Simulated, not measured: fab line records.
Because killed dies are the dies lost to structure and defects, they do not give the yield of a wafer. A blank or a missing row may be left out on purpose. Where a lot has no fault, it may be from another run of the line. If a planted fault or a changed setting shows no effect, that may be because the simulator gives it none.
fab line records || flow ritCmos
[record] {"lots": 5, "wafers": 15, "lastDay": 7}
route steps=202 shown ACTIVE@2
lots that met no fault: taken from a fault-free run of the same line
startH: hours from the record's first day to the start of the lot's first wafer shown || waitH: hours elapsed since this lot's preceding step || " as in the row above || L1.1+2: a row that stands for several wafers || - no value present, or no start provided || * or withheld: withheld || < > ~ a bound
route shown NAME@n: names a module that has steps shown in the file, with the first one's number in the route || usual: mean and standard deviation over wafers with no fault || same: alike in all rows || chamber/n: place in a boat || sites: the reading at each site || _std_site: how widely they spread, as a standard deviation || _edge_site: outer sites' mean less inner sites' || radiusMm: for every site, how far away it sits from the centre of the wafer || mask NAME#n: copy n || behind: the tool/chamber that last shaped the wafer || hold: what put the lot on hold/how long, in hours/how the hold closed || device: whichever transistor did not switch (one of n, p or np) || end of line: the route-end tests of the same wafers || step lacking rows: just its recipe || killed: not the wafer's yield, but the dies lost to structure and defects at the first sort || map: shows each die of a wafer: x if killed, . if not, _ if none is there
set.NAME: setting as actually run; set.NAME@STEP: the setting as run at that earlier step || model.NAME: the simulator's own value behind a step, which no gauge read
lots at selected steps of the route; one table per step, one row per wafer
services: a tool's chamber out of use, with start hour (startH, from the record's first day; less than 0 if before it), hours out, and reason
[[steps]]
[step RIT_ACTIVE_OXIDATION_01]
[recipe] {"tempC": 1000, "ambient": "O2", "targetThkA": 468, "oxTimeS": 3360}
[step RIT_ACTIVE_THK_MEAS_02]
[recipe] {"reads": "SiO2_of_ACTIVE_OXIDATION_01"}
[usual] {"ACTIVE_OXIDE_THK": "46.3/0.83"}
{"lot.wafer": "L332.3", "tool": "filmMetro-03", "chamber": "-", "startH": 17.07, "waitH": 0.0, "ACTIVE_OXIDE_THK[nm]": 46.5}
{"lot.wafer": "L332.5", "tool": "filmMetro-03", "chamber": "-", "startH": 17.07, "waitH": 0.0, "ACTIVE_OXIDE_THK[nm]": 46.3}
{"lot.wafer": "L332.6", "tool": "filmMetro-03", "chamber": "-", "startH": 17.07, "waitH": 0.0, "ACTIVE_OXIDE_THK[nm]": 45.7}
{"lot.wafer": "L341.1", "tool": "filmMetro-04", "chamber": "-", "startH": 62.05, "waitH": 0.0, "ACTIVE_OXIDE_THK[nm]": 46.5}
{"lot.wafer": "L341.3", "tool": "filmMetro-04", "chamber": "-", "startH": 62.05, "waitH": 0.0, "ACTIVE_OXIDE_THK[nm]": 46.9}
{"lot.wafer": "L341.6", "tool": "filmMetro-04", "chamber": "-", "startH": 62.05, "waitH": 0.0, "ACTIVE_OXIDE_THK[nm]": 46.5}
{"lot.wafer": "L343.1", "tool": "filmMetro-03", "chamber": "-", "startH": 72.05, "waitH": 0.0, "ACTIVE_OXIDE_THK[nm]": 46.1}
{"lot.wafer": "L343.3", "tool": "filmMetro-03", "chamber": "-", "startH": 72.05, "waitH": 0.0, "ACTIVE_OXIDE_THK[nm]": 46.0}
{"lot.wafer": "L343.6", "tool": "filmMetro-03", "chamber": "-", "startH": 72.05, "waitH": 0.0, "ACTIVE_OXIDE_THK[nm]": 46.0}
{"lot.wafer": "L350.1", "tool": "filmMetro-04", "chamber": "-", "startH": 108.12, "waitH": 0.0, "ACTIVE_OXIDE_THK[nm]": 47.3}
{"lot.wafer": "L350.2", "tool": "filmMetro-04", "chamber": "-", "startH": 108.12, "waitH": 0.0, "ACTIVE_OXIDE_THK[nm]": 46.5}
{"lot.wafer": "L350.3", "tool": "filmMetro-04", "chamber": "-", "startH": 108.12, "waitH": 0.0, "ACTIVE_OXIDE_THK[nm]": 46.8}
{"lot.wafer": "L353.1", "tool": "filmMetro-04", "chamber": "-", "startH": 123.18, "waitH": 0.0, "ACTIVE_OXIDE_THK[nm]": 46.2}
{"lot.wafer": "L353.2", "tool": "filmMetro-04", "chamber": "-", "startH": 123.18, "waitH": 0.0, "ACTIVE_OXIDE_THK[nm]": 46.1}
{"lot.wafer": "L353.3", "tool": "filmMetro-04", "chamber": "-", "startH": 123.18, "waitH": 0.0, "ACTIVE_OXIDE_THK[nm]": 45.1}
[step RIT_ACTIVE_CVD_03]
[recipe] {"material": "Si3N4", "targetThkNm": 150, "tempC": 810, "precursor": "SiH2Cl2/NH3", "timeS": 1500, "pressureMtorr": 300, "sih2cl2FlowSccm": 60, "nh3FlowSccm": 150}
[step RIT_ACTIVE_THK_MEAS_04]
[recipe] {"reads": "Si3N4_of_ACTIVE_CVD_03"}
[usual] {"ACTIVE_NITRIDE_THK": "150.0/1.8"}
{"lot.wafer": "L332.3", "tool": "filmMetro-03", "chamber": "-", "startH": 18.55, "waitH": 0.0, "ACTIVE_NITRIDE_THK[nm]": 150.8}
{"lot.wafer": "L332.5", "tool": "filmMetro-03", "chamber": "-", "startH": 18.55, "waitH": 0.0, "ACTIVE_NITRIDE_THK[nm]": 150.7}
{"lot.wafer": "L332.6", "tool": "filmMetro-03", "chamber": "-", "startH": 18.55, "waitH": 0.0, "ACTIVE_NITRIDE_THK[nm]": 149.6}
{"lot.wafer": "L341.1", "tool": "filmMetro-04", "chamber": "-", "startH": 65.30, "waitH": 0.0, "ACTIVE_NITRIDE_THK[nm]": 149.0}
{"lot.wafer": "L341.3", "tool": "filmMetro-04", "chamber": "-", "startH": 65.30, "waitH": 0.0, "ACTIVE_NITRIDE_THK[nm]": 149.9}
{"lot.wafer": "L341.6", "tool": "filmMetro-04", "chamber": "-", "startH": 65.30, "waitH": 0.0, "ACTIVE_NITRIDE_THK[nm]": 149.8}
{"lot.wafer": "L343.1", "tool": "filmMetro-03", "chamber": "-", "startH": 73.53, "waitH": 0.0, "ACTIVE_NITRIDE_THK[nm]": 148.4}
{"lot.wafer": "L343.3", "tool": "filmMetro-03", "chamber": "-", "startH": 73.53, "waitH": 0.0, "ACTIVE_NITRIDE_THK[nm]": 148.1}
{"lot.wafer": "L343.6", "tool": "filmMetro-03", "chamber": "-", "startH": 73.53, "waitH": 0.0, "ACTIVE_NITRIDE_THK[nm]": 150.7}
{"lot.wafer": "L350.1", "tool": "filmMetro-01", "chamber": "-", "startH": 110.01, "waitH": 0.0, "ACTIVE_NITRIDE_THK[nm]": 148.8}
{"lot.wafer": "L350.2", "tool": "filmMetro-01", "chamber": "-", "startH": 110.01, "waitH": 0.0, "ACTIVE_NITRIDE_THK[nm]": 150.0}
{"lot.wafer": "L350.3", "tool": "filmMetro-01", "chamber": "-", "startH": 110.01, "waitH": 0.0, "ACTIVE_NITRIDE_THK[nm]": 149.5}
{"lot.wafer": "L353.1", "tool": "filmMetro-03", "chamber": "-", "startH": 125.37, "waitH": 0.0, "ACTIVE_NITRIDE_THK[nm]": 148.8}
{"lot.wafer": "L353.2", "tool": "filmMetro-03", "chamber": "-", "startH": 125.37, "waitH": 0.0, "ACTIVE_NITRIDE_THK[nm]": 148.8}
{"lot.wafer": "L353.3", "tool": "filmMetro-03", "chamber": "-", "startH": 125.37, "waitH": 0.0, "ACTIVE_NITRIDE_THK[nm]": 148.0}
[step RIT_ACTIVE_HMDS_05]
[recipe] {"primeTimeS": 60, "primeTempC": 140}
[step RIT_ACTIVE_COAT_06]
[recipe] {"resist": "NOVOLAK", "spinRpm": 3250, "resistThkNm": 1000}
[step RIT_ACTIVE_SOFTBAKE_07]
[recipe] {"resist": "NOVOLAK", "tempC": 90, "timeS": 60}
[step RIT_ACTIVE_EXPOSE_08]
[recipe] {"maskId": "M1", "na": 0.6, "sourceShape": "conventional", "sigmaOuter": 0.6, "targetCdNm": 1400, "doseMj": 225}
[step RIT_ACTIVE_PEB_09]
[recipe] {"resist": "NOVOLAK", "tempC": "withheld", "timeS": "withheld"}
[step RIT_ACTIVE_DEVELOP_10]
[recipe] {"resist": "NOVOLAK", "developTimeS": 50, "devTempC": 23}
[step RIT_ACTIVE_CD_MEAS_11]
[recipe] {"targetCdNm": 1400}
[usual] {"cdNm": "1400.1/1.9"}
{"lot.wafer": "L332.3", "tool": "cdSem-01", "chamber": "-", "startH": 19.60, "waitH": "-", "cdNm": 1400.4}
{"lot.wafer": "L332.5", "tool": "cdSem-01", "chamber": "-", "startH": 19.60, "waitH": "-", "cdNm": 1398.7}
{"lot.wafer": "L332.6", "tool": "cdSem-01", "chamber": "-", "startH": 19.60, "waitH": "-", "cdNm": 1399.7}
{"lot.wafer": "L341.1", "tool": "cdSem-01", "chamber": "-", "startH": 66.25, "waitH": "-", "cdNm": 1400.1}
{"lot.wafer": "L341.3", "tool": "cdSem-01", "chamber": "-", "startH": 66.25, "waitH": "-", "cdNm": 1400.0}
{"lot.wafer": "L341.6", "tool": "cdSem-01", "chamber": "-", "startH": 66.25, "waitH": "-", "cdNm": 1399.4}
{"lot.wafer": "L343.1", "tool": "cdSem-02", "chamber": "-", "startH": 74.56, "waitH": "-", "cdNm": 1398.6}
{"lot.wafer": "L343.3", "tool": "cdSem-02", "chamber": "-", "startH": 74.56, "waitH": "-", "cdNm": 1398.0}
{"lot.wafer": "L343.6", "tool": "cdSem-02", "chamber": "-", "startH": 74.56, "waitH": "-", "cdNm": 1398.6}
{"lot.wafer": "L350.1", "tool": "cdSem-01", "chamber": "-", "startH": 110.92, "waitH": "-", "cdNm": 1398.0}
{"lot.wafer": "L350.2", "tool": "cdSem-01", "chamber": "-", "startH": 110.92, "waitH": "-", "cdNm": 1399.8}
{"lot.wafer": "L350.3", "tool": "cdSem-01", "chamber": "-", "startH": 110.92, "waitH": "-", "cdNm": 1400.2}
{"lot.wafer": "L353.1", "tool": "cdSem-01", "chamber": "-", "startH": 126.28, "waitH": "-", "cdNm": 1400.6}
{"lot.wafer": "L353.2", "tool": "cdSem-01", "chamber": "-", "startH": 126.28, "waitH": "-", "cdNm": 1400.1}
{"lot.wafer": "L353.3", "tool": "cdSem-01", "chamber": "-", "startH": 126.28, "waitH": "-", "cdNm": 1399.5}
[step RIT_ACTIVE_HARDBAKE_12]
[recipe] {"resist": "NOVOLAK", "tempC": 140, "timeS": 60}
[step RIT_ACTIVE_ETCH_13]
[recipe] {"stopOn": "SiO2", "chemistry": "SF6", "target": "Si3N4", "timeS": 210, "overEtchFrac": 0.4, "SF6_flow_sccm": 200, "pressureMtorr": 260, "rfW": 125, "targetDepthA": 2100}
[usual] {"drypumpMotorCurrentA": "5.8/0.47", "oesProductAu": "0.824/0.0099", "rfFwdPowerW": "124.5/0.43", "throttleValvePct": "7.47/0.14"}
{"lot.wafer": "L332.3", "tool": "rieDiel-03", "chamber": 3, "startH": 19.83, "waitH": 0.1, "drypumpMotorCurrentA": 5.3, "oesProductAu": 0.825, "rfFwdPowerW": 124.6, "rfHoursCounterH": 13, "throttleValvePct": 7.53, "model.NOVOLAK_of_ACTIVE_COAT_06.thkNm": 664.5, "model.SiO2_of_ACTIVE_OXIDATION_01.thkNm": 46.51, "model.ACTIVE.featureDepthNm": 150.7}
{"lot.wafer": "L332.5", "tool": "rieDiel-03", "chamber": 3, "startH": 19.83, "waitH": 0.1, "drypumpMotorCurrentA": 5.3, "oesProductAu": 0.828, "rfFwdPowerW": 124.0, "rfHoursCounterH": "-", "throttleValvePct": 7.53, "model.NOVOLAK_of_ACTIVE_COAT_06.thkNm": 658.2, "model.SiO2_of_ACTIVE_OXIDATION_01.thkNm": 46.32, "model.ACTIVE.featureDepthNm": 150.7}
{"lot.wafer": "L332.6", "tool": "rieDiel-03", "chamber": 0, "startH": 19.83, "waitH": 0.1, "drypumpMotorCurrentA": 5.8, "oesProductAu": 0.824, "rfFwdPowerW": 124.7, "rfHoursCounterH": "-", "throttleValvePct": 7.58, "model.NOVOLAK_of_ACTIVE_COAT_06.thkNm": 662.8, "model.SiO2_of_ACTIVE_OXIDATION_01.thkNm": 45.7, "model.ACTIVE.featureDepthNm": 149.6}
{"lot.wafer": "L341.1", "tool": "rieDiel-02", "chamber": 1, "startH": 66.58, "waitH": 0.1, "drypumpMotorCurrentA": 5.8, "oesProductAu": 0.825, "rfFwdPowerW": 125.6, "rfHoursCounterH": 3, "throttleValvePct": 7.49, "model.NOVOLAK_of_ACTIVE_COAT_06.thkNm": 652.2, "model.SiO2_of_ACTIVE_OXIDATION_01.thkNm": 46.14, "model.ACTIVE.featureDepthNm": 149.4}
{"lot.wafer": "L341.3", "tool": "rieDiel-02", "chamber": 3, "startH": 66.58, "waitH": 0.1, "drypumpMotorCurrentA": 5.7, "oesProductAu": 0.825, "rfFwdPowerW": 124.4, "rfHoursCounterH": 3, "throttleValvePct": 7.26, "model.NOVOLAK_of_ACTIVE_COAT_06.thkNm": 652.7, "model.SiO2_of_ACTIVE_OXIDATION_01.thkNm": 46.79, "model.ACTIVE.featureDepthNm": 150.1}
{"lot.wafer": "L341.6", "tool": "rieDiel-02", "chamber": 3, "startH": 66.58, "waitH": 0.1, "drypumpMotorCurrentA": 5.6, "oesProductAu": 0.822, "rfFwdPowerW": 124.3, "rfHoursCounterH": "-", "throttleValvePct": 7.25, "model.NOVOLAK_of_ACTIVE_COAT_06.thkNm": 656.2, "model.SiO2_of_ACTIVE_OXIDATION_01.thkNm": 46.4, "model.ACTIVE.featureDepthNm": 149.8}
{"lot.wafer": "L343.1", "tool": "rieDiel-03", "chamber": 1, "startH": 74.83, "waitH": 0.1, "drypumpMotorCurrentA": 6.3, "oesProductAu": 0.826, "rfFwdPowerW": 124.0, "rfHoursCounterH": 76, "throttleValvePct": 7.51, "model.NOVOLAK_of_ACTIVE_COAT_06.thkNm": 657.1, "model.SiO2_of_ACTIVE_OXIDATION_01.thkNm": 46.1, "model.ACTIVE.featureDepthNm": 148.3}
{"lot.wafer": "L343.3", "tool": "rieDiel-03", "chamber": 3, "startH": 74.83, "waitH": 0.1, "drypumpMotorCurrentA": 5.3, "oesProductAu": 0.821, "rfFwdPowerW": 124.5, "rfHoursCounterH": 14, "throttleValvePct": 7.52, "model.NOVOLAK_of_ACTIVE_COAT_06.thkNm": 512.8, "model.SiO2_of_ACTIVE_OXIDATION_01.thkNm": 0, "model.ACTIVE.featureDepthNm": 194.2}
{"lot.wafer": "L343.6", "tool": "rieDiel-03", "chamber": 1, "startH": 74.83, "waitH": 0.1, "drypumpMotorCurrentA": 6.3, "oesProductAu": 0.823, "rfFwdPowerW": 124.4, "rfHoursCounterH": "-", "throttleValvePct": 7.51, "model.NOVOLAK_of_ACTIVE_COAT_06.thkNm": 653.3, "model.SiO2_of_ACTIVE_OXIDATION_01.thkNm": 45.99, "model.ACTIVE.featureDepthNm": 150.7}
{"lot.wafer": "L350.1", "tool": "rieDiel-02", "chamber": 0, "startH": 111.29, "waitH": 0.1, "drypumpMotorCurrentA": 5.5, "oesProductAu": 0.809, "rfFwdPowerW": 125.1, "rfHoursCounterH": 38, "throttleValvePct": 7.40, "model.NOVOLAK_of_ACTIVE_COAT_06.thkNm": 650.2, "model.SiO2_of_ACTIVE_OXIDATION_01.thkNm": 47.34, "model.ACTIVE.featureDepthNm": 148.7}
{"lot.wafer": "L350.2", "tool": "rieDiel-02", "chamber": 1, "startH": 111.29, "waitH": 0.1, "drypumpMotorCurrentA": 5.8, "oesProductAu": 0.837, "rfFwdPowerW": 123.7, "rfHoursCounterH": 3, "throttleValvePct": 7.52, "model.NOVOLAK_of_ACTIVE_COAT_06.thkNm": 654, "model.SiO2_of_ACTIVE_OXIDATION_01.thkNm": 46.14, "model.ACTIVE.featureDepthNm": 150.4}
{"lot.wafer": "L350.3", "tool": "rieDiel-02", "chamber": 3, "startH": 111.29, "waitH": 0.1, "drypumpMotorCurrentA": 5.7, "oesProductAu": 0.815, "rfFwdPowerW": 124.7, "rfHoursCounterH": 3, "throttleValvePct": 7.27, "model.NOVOLAK_of_ACTIVE_COAT_06.thkNm": 649.5, "model.SiO2_of_ACTIVE_OXIDATION_01.thkNm": 46.72, "model.ACTIVE.featureDepthNm": 149.7}
{"lot.wafer": "L353.1", "tool": "rieDiel-02", "chamber": 0, "startH": 126.55, "waitH": 0.1, "drypumpMotorCurrentA": 5.5, "oesProductAu": 0.812, "rfFwdPowerW": 124.9, "rfHoursCounterH": 38, "throttleValvePct": 7.40, "model.NOVOLAK_of_ACTIVE_COAT_06.thkNm": 652.5, "model.SiO2_of_ACTIVE_OXIDATION_01.thkNm": 46.15, "model.ACTIVE.featureDepthNm": 148.8}
{"lot.wafer": "L353.2", "tool": "rieDiel-02", "chamber": 3, "startH": 126.55, "waitH": 0.1, "drypumpMotorCurrentA": 5.6, "oesProductAu": 0.814, "rfFwdPowerW": 124.9, "rfHoursCounterH": 4, "throttleValvePct": 7.24, "model.NOVOLAK_of_ACTIVE_COAT_06.thkNm": 649.9, "model.SiO2_of_ACTIVE_OXIDATION_01.thkNm": 46.08, "model.ACTIVE.featureDepthNm": 148.8}
{"lot.wafer": "L353.3", "tool": "rieDiel-02", "chamber": 1, "startH": 126.55, "waitH": 0.1, "drypumpMotorCurrentA": 5.8, "oesProductAu": 0.834, "rfFwdPowerW": 124.5, "rfHoursCounterH": 3, "throttleValvePct": 7.50, "model.NOVOLAK_of_ACTIVE_COAT_06.thkNm": 653.5, "model.SiO2_of_ACTIVE_OXIDATION_01.thkNm": 44.72, "model.ACTIVE.featureDepthNm": 148.5}
[step RIT_ACTIVE_STRIP_14]
[recipe] {"chemistry": "O2", "timeS": 180, "resist": "NOVOLAK", "platenTempC": "withheld", "powerW": 500, "pressureMtorr": 4000, "o2FlowSccm": 4000}
[usual] {"drypumpMotorCurrentA": "5.8/0.48", "o2FlowSccm": "4000/10"}
{"lot.wafer": "L332.3", "tool": "plasmaAsher-03", "chamber": 1, "startH": 20.03, "waitH": 0.1, "drypumpMotorCurrentA": 6.1, "o2FlowSccm": 3999, "rfHoursCounterH": "-"}
{"lot.wafer": "L332.5", "tool": "plasmaAsher-03", "chamber": 1, "startH": 20.03, "waitH": 0.1, "drypumpMotorCurrentA": 6.1, "o2FlowSccm": 3991, "rfHoursCounterH": "-"}
{"lot.wafer": "L332.6", "tool": "plasmaAsher-03", "chamber": 0, "startH": 20.03, "waitH": 0.1, "drypumpMotorCurrentA": 5.1, "o2FlowSccm": 4000, "rfHoursCounterH": "-"}
{"lot.wafer": "L341.1", "tool": "plasmaAsher-04", "chamber": 0, "startH": 66.71, "waitH": 0.1, "drypumpMotorCurrentA": 5.9, "o2FlowSccm": 4016, "rfHoursCounterH": 43}
{"lot.wafer": "L341.3", "tool": "plasmaAsher-04", "chamber": 0, "startH": 66.71, "waitH": 0.1, "drypumpMotorCurrentA": 5.9, "o2FlowSccm": 4000, "rfHoursCounterH": "-"}
{"lot.wafer": "L341.6", "tool": "plasmaAsher-04", "chamber": 0, "startH": 66.71, "waitH": 0.1, "drypumpMotorCurrentA": 5.8, "o2FlowSccm": 3982, "rfHoursCounterH": "-"}
{"lot.wafer": "L343.1", "tool": "plasmaAsher-04", "chamber": 0, "startH": 74.97, "waitH": 0.1, "drypumpMotorCurrentA": 5.9, "o2FlowSccm": 3989, "rfHoursCounterH": 44}
{"lot.wafer": "L343.3", "tool": "plasmaAsher-04", "chamber": 0, "startH": 74.97, "waitH": 0.1, "drypumpMotorCurrentA": 5.8, "o2FlowSccm": 3989, "rfHoursCounterH": "-"}
{"lot.wafer": "L343.6", "tool": "plasmaAsher-04", "chamber": 0, "startH": 74.97, "waitH": 0.1, "drypumpMotorCurrentA": 5.9, "o2FlowSccm": 3980, "rfHoursCounterH": "-"}
{"lot.wafer": "L350.1", "tool": "plasmaAsher-02", "chamber": 1, "startH": 111.43, "waitH": 0.1, "drypumpMotorCurrentA": 5.1, "o2FlowSccm": 3994, "rfHoursCounterH": 30}
{"lot.wafer": "L350.2", "tool": "plasmaAsher-02", "chamber": 0, "startH": 111.43, "waitH": 0.1, "drypumpMotorCurrentA": 6.1, "o2FlowSccm": 3983, "rfHoursCounterH": 30}
{"lot.wafer": "L350.3", "tool": "plasmaAsher-02", "chamber": 0, "startH": 111.43, "waitH": 0.1, "drypumpMotorCurrentA": 6.1, "o2FlowSccm": 3992, "rfHoursCounterH": "-"}
{"lot.wafer": "L353.1", "tool": "plasmaAsher-02", "chamber": 1, "startH": 126.68, "waitH": 0.1, "drypumpMotorCurrentA": 5.1, "o2FlowSccm": 4002, "rfHoursCounterH": 32}
{"lot.wafer": "L353.2", "tool": "plasmaAsher-02", "chamber": 0, "startH": 126.68, "waitH": 0.1, "drypumpMotorCurrentA": 6.1, "o2FlowSccm": 3998, "rfHoursCounterH": 32}
{"lot.wafer": "L353.3", "tool": "plasmaAsher-02", "chamber": 1, "startH": 126.68, "waitH": 0.1, "drypumpMotorCurrentA": 5.1, "o2FlowSccm": 3992, "rfHoursCounterH": "-"}
[[services]]
{"tool": "rieDiel-02", "chamber": 2, "startH": 3.53, "hours": 7.2, "kind": "repair"}
{"tool": "rieDiel-03", "chamber": 0, "startH": 10.58, "hours": 2.5, "kind": "repair"}
{"tool": "plasmaAsher-02", "chamber": "-", "startH": 25.15, "hours": 1.0, "kind": "repair"}
{"tool": "rieDiel-03", "chamber": "-", "startH": 43.61, "hours": 0.3, "kind": "repair"}
{"tool": "rieDiel-03", "chamber": 2, "startH": 51.61, "hours": 5.6, "kind": "repair"}
{"tool": "plasmaAsher-04", "chamber": "-", "startH": 71.89, "hours": 1.8, "kind": "repair"}
{"tool": "rieDiel-03", "chamber": 3, "startH": 79.51, "hours": 4.0, "kind": "repair"}
{"tool": "plasmaAsher-03", "chamber": "-", "startH": 86.78, "hours": 4.0, "kind": "pm"}
{"tool": "rieDiel-02", "chamber": "-", "startH": 94.44, "hours": 2.3, "kind": "repair"}
{"tool": "rieDiel-03", "chamber": "-", "startH": 102.42, "hours": 0.3, "kind": "repair"}
{"tool": "plasmaAsher-04", "chamber": "-", "startH": 108.75, "hours": 9.0, "kind": "pm"}
{"tool": "plasmaAsher-04", "chamber": 0, "startH": 108.75, "hours": 9.0, "kind": "ventCycle"}
{"tool": "plasmaAsher-04", "chamber": 1, "startH": 108.75, "hours": 9.0, "kind": "ventCycle"}
{"tool": "rieDiel-02", "chamber": 3, "startH": 116.31, "hours": 9.5, "kind": "repair"}
{"tool": "plasmaAsher-04", "chamber": 0, "startH": 117.75, "hours": "-", "kind": "clean"}
{"tool": "plasmaAsher-04", "chamber": 1, "startH": 117.75, "hours": "-", "kind": "clean"}
{"tool": "plasmaAsher-04", "chamber": "-", "startH": 126.51, "hours": 5.2, "kind": "repair"}
[[key]]
firstSign none at tools or gauges
[modelEffect] {"step": "RIT_ACTIVE_ETCH_13", "value": "NOVOLAK_of_ACTIVE_COAT_06.thkNm", "without": 653, "struck": 512.8}
metAt RIT_ACTIVE_ETCH_13
struckWafers L343.3
laterRowsLeftOut L343.3
sortLeftOut L343.3
testerLeftOut L343
onsetBetween 19.83 74.83
[fault] {"kind": "processParameterDrift", "tool": "rieDiel-03", "chamber": 3, "onsetH": 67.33, "steps": "RIT_ACTIVE_ETCH_13", "channel": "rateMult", "offset": 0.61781, "shape": "step", "endH": 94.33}
// testerLeftOut: of these lots the tester's yield and bins aren't shown, on N5 and GAA mostly nor the transistor test; their killed dies are dies lost to structure and defects alone, not to doping, threshold or leakage, so they don't give the yield
// sortLeftOut: the simulated sort isn't trusted on such a fault, so these wafers' sort isn't shown, and their yield isn't known
// laterRowsLeftOut: the simulator's readings of these wafers behind a module that went badly wrong aren't trusted and aren't shown, but for the sort
